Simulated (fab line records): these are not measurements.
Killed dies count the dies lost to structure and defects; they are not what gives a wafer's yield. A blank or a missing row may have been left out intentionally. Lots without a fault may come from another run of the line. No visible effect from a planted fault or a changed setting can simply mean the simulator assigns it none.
One fault seen from 2 desks / flow ritCmos / numbers are kept per desk, each desk with only its own; the story behind them comes last

TOOL OWNER'S DESK, furnace-01
The tool's own readings at RIT_FOX2_OXIDATION_00 (target thk 350.7 nm, ox time 1130 s): means of the sampled wafers that have a number, for each lot that ran on this tool. Any lot whose mean is over 4 standard deviations away from the usual mean is out of limits and marked OUT; that distance is given in the brackets.
Columns: A = oxTempC at RIT_FOX2_OXIDATION_00, usual 1100.0 C; B = spikeTcSourceC at RIT_FOX2_OXIDATION_00, usual 1124 C
lot=L325; first seen here=day 1 22:54; A=1100.2; B=1121
lot=L332; first seen here=day 3 15:13; A=1100.4; B=1120
lot=L333; first seen here=day 3 17:51; A=1100.6; B=1120
lot=L334; first seen here=day 3 22:50; A=1100.3; B=1120
lot=L336; first seen here=day 4 07:38; A=1100.5; B=1121
This desk's verdict: no lot among the 5 shows anything out of limits.

THE METROLOGY DESK
Lot by lot, what the gauges showed, no matter which tool ran the lot: averages of those sampled wafers that carry a number. Any lot whose mean is over 4 standard deviations away from the usual mean is out of limits and marked OUT; that distance is given in the brackets.
Columns: A = FOX2_OXIDE_THK at RIT_FOX2_THK_MEAS_01, usual 351 nm; B = FIELD_OXIDE_LEFT_1_THK at RIT_FOX2_THK_MEAS_90, usual 324 nm; C = FIELD_OXIDE_LEFT_2_THK at RIT_FOX2_THK_MEAS_91, usual 256 nm
lot=L325; first seen here=day 2 00:13; A=348; B=321; C=253
lot=L326; first seen here=day 2 07:07; A=351; B=324; C=256
lot=L327; first seen here=day 2 11:31; A=355; B=327; C=258
lot=L328; first seen here=day 2 15:22; A=356; B=329; C=262
lot=L329; first seen here=day 2 22:58; A=345; B=318; C=251
lot=L330; first seen here=day 3 02:29; A=353; B=326; C=257
lot=L331; first seen here=day 3 07:17; A=353; B=325; C=257
lot=L332; first seen here=day 3 16:31; A=352; B=325; C=256
lot=L333; first seen here=day 3 19:10; A=359; B=332; C=264
lot=L334; first seen here=day 4 00:10; A=451 (+20) OUT; B=424 (+20) OUT; C=356 (+20) OUT
lot=L335; first seen here=day 4 03:44; A=353; B=326; C=256
lot=L336; first seen here=day 4 08:56; A=446 (+19) OUT; B=419 (+19) OUT; C=350 (+19) OUT
lot=L342; first seen here=day 5 18:02; A=357; B=330; C=262
lot=L343; first seen here=day 5 21:44; A=355; B=328; C=259
Finding of this desk: L334, L336 out of limits, first seen on L334 at day 4 00:10 (FOX2_OXIDE_THK at RIT_FOX2_THK_MEAS_01). In limits: L325, L326, L327, L328, L329, L330, L331, L332, L333, L335, L342, L343.

BROUGHT TOGETHER
On L334, L336, the metrology desk was in a position to raise an alarm at day 4 00:10.
Nothing out of limits was seen by the tool owner's desk.
Tool owner's desk: L334, L336 on record, inside its limits.
On furnace-01, each named lot ran RIT_FOX2_OXIDATION_00.

WHAT WAS PUT IN BY THE SIMULATOR
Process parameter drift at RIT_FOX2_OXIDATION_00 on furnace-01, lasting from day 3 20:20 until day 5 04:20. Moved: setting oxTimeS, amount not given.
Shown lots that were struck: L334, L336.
Time in hours between the start of the fault and the first out-of-limits reading at each desk: metrology desk, 4.
